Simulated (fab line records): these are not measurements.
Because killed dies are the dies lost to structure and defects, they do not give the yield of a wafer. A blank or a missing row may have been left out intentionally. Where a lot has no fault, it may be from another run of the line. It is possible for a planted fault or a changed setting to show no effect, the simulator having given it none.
A struck lot beside a sound one ; flow rit cmos ; 43 out of 202 route steps
Sound: wafers L447.1, L447.4, L447.5. Wafers L433.1, L433.2, L433.5 were the ones struck. At the end, the cause is stated.
Each step with rows lists, per side, the tool, then ch with its chambers, then its first start. Under that, the readings that differ: sound wafers ; struck wafers ; difference of the means ; sigmas: that difference in standard deviations of wafers without a fault.
alike: readings whose means differ by less than 2 such deviations, and words and numbers that are the same on both sides. not compared: withheld readings, readings that some wafer has no value for, bounds like >300 that may hide the same value, and numbers for which the record gives no deviation and whose values overlap.
Wherever a step has rows on one side only, a row that says differs or no value, or a row with sigmas, the two part there. When numbers do not overlap yet have no deviation, they are printed without sigmas and do not part them. Lack of a reading on every wafer of one side parts them only where that side has two or more wafers.

RIT_GATE_CD_MEAS_16: target cd 150 nm.
  struck on cd sem-02, day 3 18:15; sound on cd sem-02, day 6 16:02
  alike: cd nm
RIT_GATE_OVL_MEAS_17:
  struck on overlay-01, day 3 18:22; sound on overlay-02, day 6 16:09
  alike: GATE_OVL
then, 1 step without rows for these wafers: RIT_GATE_HARDBAKE_18 (time 60 s).
RIT_GATE_ETCH_19: etches poly-Si in SF6/CHF3/O2, stops on SiO2, time 165 s, target depth 312.5 nm.
  sound on rie si-01 ch 1,2,3, day 6 16:20; struck on rie si-01 ch 0,2, day 3 18:33
  alike: drypump motor current A, oes product au, throttle valve pct
  not compared: rf hours counter h
RIT_GATE_STRIP_20: strips in O2, time 180 s.
  sound on plasma asher-03 ch 0,1, day 6 16:27; struck on plasma asher-04 ch 0,1, day 3 18:40
  alike: drypump motor current A
  not compared: rf hours counter h
RIT_GATE_CD_MEAS_90: target cd 150 nm.
  struck on cd sem-02, day 3 18:50; sound on cd sem-01, day 6 16:37
  alike: cd nm
then, 4 steps without rows for these wafers: RIT_REOX_CLEAN_00 (cleans in SC1, time 600 s); RIT_REOX_CLEAN_01 (cleans in dHF, time 30 s); RIT_REOX_CLEAN_02 (cleans in SC2, time 600 s); RIT_REOX_OXIDATION_03 (target thk 25.2 nm, ox time 5580 s).
RIT_REOX_THK_MEAS_04:
  struck on film metro-04, day 3 22:41; sound on film metro-03, day 6 20:55
reading;sound;struck;difference;sigmas
REOX_OXIDE_THK (nm);24.3 24.9 24.3;25.5 25.6 25.5;+1.0;+2
then, 1 step without rows for these wafers: RIT_NLDD_HMDS_00 (prime time 60 s).
RIT_NLDD_COAT_01: resist thk 1000 nm.
  struck on litho track-04, day 3 22:57; sound on litho track-01 ch 0, day 6 21:08
  no value came back on the struck wafers for chill plate temp C (C), dispense pressure kPa (kPa); on the sound wafers chill plate temp C (C) reads 23.07 23.15 22.97
then, 4 steps without rows for these wafers: RIT_NLDD_SOFTBAKE_02 (time 60 s); RIT_NLDD_EXPOSE_03 (exposes mask M7, target cd 40700 nm); RIT_NLDD_PEB_04; RIT_NLDD_DEVELOP_05 (develop time 50 s).
RIT_NLDD_OVL_MEAS_06:
  struck on overlay-02, day 3 23:39; sound on overlay-01, day 6 21:57
reading;sound;struck;difference;sigmas
NLDD_OVL (nm);-0.1 1.3 1.6;- - -;no value on the struck wafers;
then, 2 steps without rows for these wafers: RIT_NLDD_HARDBAKE_07 (time 60 s); RIT_NLDD_IMPLANT_08.
RIT_NLDD_STRIP_09: strips in O2, time 180 s.
  sound on plasma asher-04 ch 0,1, day 6 22:17; struck on plasma asher-04 ch 0,1, day 3 23:59
  alike: drypump motor current A
  not compared: rf hours counter h
RIT_NLDD_TW_MEAS_10:
  struck on film metro-03, day 4 00:10; sound on film metro-02, day 6 22:28
  alike: NLDD_TW
then, 6 steps without rows for these wafers: RIT_PLDD_HMDS_00 (prime time 60 s); RIT_PLDD_COAT_01 (resist thk 1000 nm); RIT_PLDD_SOFTBAKE_02 (time 60 s); RIT_PLDD_EXPOSE_03 (exposes mask M8, target cd 40900 nm); RIT_PLDD_PEB_04; RIT_PLDD_DEVELOP_05 (develop time 50 s).
RIT_PLDD_OVL_MEAS_06:
  struck on overlay-02, day 4 01:04; sound on overlay-01, day 6 23:23
  alike: PLDD_OVL
then, 2 steps without rows for these wafers: RIT_PLDD_HARDBAKE_07 (time 60 s); RIT_PLDD_IMPLANT_08.
RIT_PLDD_STRIP_09: strips in O2, time 180 s.
  sound on plasma asher-04 ch 0,1, day 6 23:44; struck on plasma asher-02 ch 0,1, day 4 01:25
  alike: drypump motor current A
  not compared: rf hours counter h
RIT_PLDD_TW_MEAS_10:
  struck on film metro-03, day 4 01:49; sound on film metro-02, day 6 23:54
reading;sound;struck;difference;sigmas
PLDD_TW;2316 2338 2319;2883 2886 2890;+562;+43
  not compared: hold
then, 3 steps without rows for these wafers: RIT_SPACER_CLEAN_01 (cleans in dHF, time 30 s); RIT_SPACER_CLEAN_02 (cleans in SC2, time 600 s); RIT_SPACER_CVD_03 (deposits Si3N4 from SiH2Cl2/NH3, target thk 250 nm, time 3300 s).
RIT_SPACER_THK_MEAS_04:
  struck on film metro-02, day 4 10:47; sound on film metro-03, day 7 02:14
reading;sound;struck;difference;sigmas
SPACER_NITRIDE_THK (nm);247.6 248.8 249.1;254.0 254.4 254.0;+5.6;+2
RIT_SPACER_ETCHBACK_05: etches Si3N4 in SF6/CHF3, stops on SiO2, target depth 250 nm, time 240 s.
  sound on rie diel-04 ch 0,1, day 7 02:18; struck on rie diel-03 ch 0,2, day 4 10:51
  alike: drypump motor current A, oes product au, throttle valve pct
  not compared: rf hours counter h
then, 3 steps without rows for these wafers: RIT_NSD_HMDS_00 (prime time 60 s); RIT_NSD_COAT_01 (resist thk 1000 nm); RIT_NSD_SOFTBAKE_02 (time 60 s).
RIT_NSD_TW_MEAS_10:
  struck on film metro-02, day 4 12:43; sound on film metro-03, day 7 03:49
reading;sound;struck;difference;sigmas
NSD_TW;3127 3124 3157;3278 3291 3282;+148;+8
  not compared: hold
RIT_PSD_TW_MEAS_10:
  struck on film metro-02, day 4 16:44; sound on film metro-02, day 7 05:22
  alike: PSD_TW
  not compared: hold

## WHERE THEY PART
Earliest at RIT_REOX_THK_MEAS_04; latest, in this record, at RIT_NSD_TW_MEAS_10. Later steps at which nothing parts them and some readings are alike: RIT_PSD_TW_MEAS_10.

WHY: what the simulator had put in
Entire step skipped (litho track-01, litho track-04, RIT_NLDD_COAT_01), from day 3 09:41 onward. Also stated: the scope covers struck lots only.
